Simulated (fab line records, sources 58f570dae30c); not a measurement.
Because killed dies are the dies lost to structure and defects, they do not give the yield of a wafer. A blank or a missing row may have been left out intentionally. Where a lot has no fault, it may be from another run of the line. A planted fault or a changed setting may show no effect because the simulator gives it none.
Tool commonality check + flow berkeley-cmos170 + 42 wafers sampled across 14 lots

== THE REASON FOR OPENING IT ==
On 2 of the 14 lots, a flag is raised at UCB170_GATE_CD_MEAS_12 on the reading cd-nm. No-fault wafers: 350.2 nm, standard deviation 1.3.
Rule: a lot gets a flag if all its wafers with a number sit over 4 standard deviations from that mean, or if no wafer of it has a number. As for the other lots, they are considered sound.

| lot  | measured     | on        | cd-nm (nm), wafer by wafer | flag    |
|------|--------------|-----------|----------------------------|---------|
| L709 | day 5 22:16  | cd-sem-01 | 351.0 349.9 350.9          |         |
| L708 | day 6 03:17  | cd-sem-01 | 351.9 351.6 350.3          |         |
| L711 | day 6 10:46  | cd-sem-02 | 349.8 349.7 349.3          |         |
| L710 | day 6 10:50  | cd-sem-01 | 349.7 350.8 350.2          |         |
| L716 | day 7 05:41  | cd-sem-02 | 350.3 350.7 351.1          |         |
| L712 | day 7 06:18  | cd-sem-01 | 349.2 347.9 348.5          |         |
| L719 | day 7 18:45  | cd-sem-02 | 337.1 336.7 337.6          | FLAGGED |
| L720 | day 8 01:10  | cd-sem-02 | 341.1 340.7 341.0          | FLAGGED |
| L721 | day 8 01:24  | cd-sem-02 | 351.8 350.4 350.4          |         |
| L725 | day 9 03:50  | cd-sem-01 | 349.1 349.2 350.7          |         |
| L726 | day 9 04:25  | cd-sem-01 | 351.5 351.0 350.9          |         |
| L724 | day 9 04:46  | cd-sem-01 | 351.8 350.1 350.3          |         |
| L730 | day 10 07:40 | cd-sem-02 | 351.6 351.4 351.1          |         |
| L729 | day 10 07:43 | cd-sem-01 | 350.4 349.8 349.8          |         |
The mean of the flagged lots' numbers is 339.0 nm, -11.2 nm from the usual (-9 standard deviations).

== EACH LOT AND THE TOOL IT RAN ON ==
The record holds 1 process step before the reading, out of a route of 331 steps. Each cell gives the tool, then ch followed by the chambers the sampled wafers passed through, then the start.
| lot  | flag    | UCB170_GATE_SOFTBAKE_08           |
|------|---------|-----------------------------------|
| L709 |         | litho-track-03 ch 0, day 5 20:00  |
| L708 |         | litho-track-01 ch 0, day 6 01:00  |
| L711 |         | litho-track-01 ch 0, day 6 10:00  |
| L710 |         | litho-track-04 ch 0, day 6 10:00  |
| L716 |         | litho-track-04 ch 0, day 7 04:00  |
| L712 |         | litho-track-01 ch 0, day 7 05:00  |
| L719 | FLAGGED | litho-track-04 ch 0, day 7 18:00  |
| L720 | FLAGGED | litho-track-04 ch 0, day 8 00:00  |
| L721 |         | litho-track-01 ch 0, day 8 00:00  |
| L725 |         | litho-track-01 ch 0, day 9 02:00  |
| L726 |         | litho-track-01 ch 0, day 9 03:00  |
| L724 |         | litho-track-03 ch 0, day 9 03:00  |
| L730 |         | litho-track-03 ch 0, day 10 06:00 |
| L729 |         | litho-track-01 ch 0, day 10 06:00 |
These steps, and what they do:
- UCB170_GATE_SOFTBAKE_08: time 60 s.
- UCB170_GATE_CD_MEAS_12: target cd 350 nm.

== FLAGGED AGAINST TOTAL, ONE TOOL AT A TIME (gauges that did the reading follow at the end) ==
| step                    | tool           | lots run | flagged | share of the flagged lots | sound lots run after its first flagged lot |
|-------------------------|----------------|----------|---------|---------------------------|--------------------------------------------|
| UCB170_GATE_SOFTBAKE_08 | litho-track-01 | 7        | 0       | none                      | -                                          |
| UCB170_GATE_SOFTBAKE_08 | litho-track-03 | 3        | 0       | none                      | -                                          |
| UCB170_GATE_SOFTBAKE_08 | litho-track-04 | 4        | 2       | all                       | 0                                          |
| UCB170_GATE_CD_MEAS_12  | cd-sem-01      | 8        | 0       | none                      | -                                          |
| UCB170_GATE_CD_MEAS_12  | cd-sem-02      | 6        | 2       | all                       | 2 (L721,L730)                              |

== WHAT IS ALLOWED BY THE TABLE ==
litho-track-04 at UCB170_GATE_SOFTBAKE_08 and cd-sem-02 at UCB170_GATE_CD_MEAS_12 are the 2 rows of the table that ran each flagged lot.
- litho-track-04 at UCB170_GATE_SOFTBAKE_08: 2 of its 4 lots flagged. A fault beginning between L716 (day 7 04:00), its last sound lot, and L719 (day 7 18:00), its first flagged one, fits the data. Its own readings lie more than 4 standard deviations out on every wafer of the flagged lots: heater-power-total-W, plate-temp-C.
- cd-sem-02 at UCB170_GATE_CD_MEAS_12: 2 of its 6 lots flagged. Sound lots followed the first flagged one (L721, L730) on it, something a lasting fault affecting the whole tool could not allow.
What remains is a single tool, litho-track-04 at UCB170_GATE_SOFTBAKE_08.

== WHAT THE SIMULATOR HAD PUT IN ==
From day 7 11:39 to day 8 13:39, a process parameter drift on litho-track-04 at UCB170_GATE_SOFTBAKE_08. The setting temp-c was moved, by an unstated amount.
Shown lots that were struck: L719, L720. This agrees with what the rule above found.
